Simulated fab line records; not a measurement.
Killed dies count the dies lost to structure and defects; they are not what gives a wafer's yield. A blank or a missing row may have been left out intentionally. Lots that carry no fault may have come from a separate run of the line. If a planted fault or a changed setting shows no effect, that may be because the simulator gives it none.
Chamber matching | flow berkeleyCmos170 | UCB170_V1_CMP_02 on cmp-02 has 4 sister chambers
The step polishes SiO2. 4 wafers are shown with their chamber, then 9 later ones without.

WAFERS, EACH WITH ITS CHAMBER
wafer  | chamber | motorCurrentA (A)
L170.2 | 2       | 17.5
L177.1 | 3       | 15.2
L182.1 | 1       | 14.0
L182.6 | 0       | 18.2

WAFERS WITHOUT THEIR CHAMBER
wafer  | motorCurrentA (A)
L183.2 | 16.1
L183.4 | 17.3
L183.6 | 14.4
L186.2 | 13.5
L186.3 | 18.8
L186.5 | 14.0
L187.1 | 16.3
L187.2 | 17.8
L187.6 | 17.5

EACH ONE'S CHAMBER
wafer  | from the rows above          | in truth
L183.2 | can't be placed: 3 or 2      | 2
L183.4 | can't be placed: 2 or 0      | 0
L183.6 | can't be placed: 1 or 3      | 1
L186.2 | 1                            | 1
L186.3 | can't be placed: 0 or 2      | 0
L186.5 | 1                            | 1
L187.1 | can't be placed: 3 or 2 or 0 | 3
L187.2 | can't be placed: 2 or 0      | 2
L187.6 | can't be placed: 2 or 0      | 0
2 of 9 placed correctly. Not placeable from these rows: 7 (in 7, the candidates include the true chamber). Placed wrongly: 0.
How it was worked out, from the rows above alone: a wafer's distance from a chamber is the root of the sum, over the readings, of the square of ((its reading less the chamber's mean) divided by the reading's scatter). The wafer belongs to the nearest chamber; if the next one is less than 2 further off, it can't be placed. Each chamber's mean is taken over the wafers shown for it. The scatter: with one shown wafer a chamber, the root of the mean of the squares of how far each hidden wafer lies from its nearest shown one.
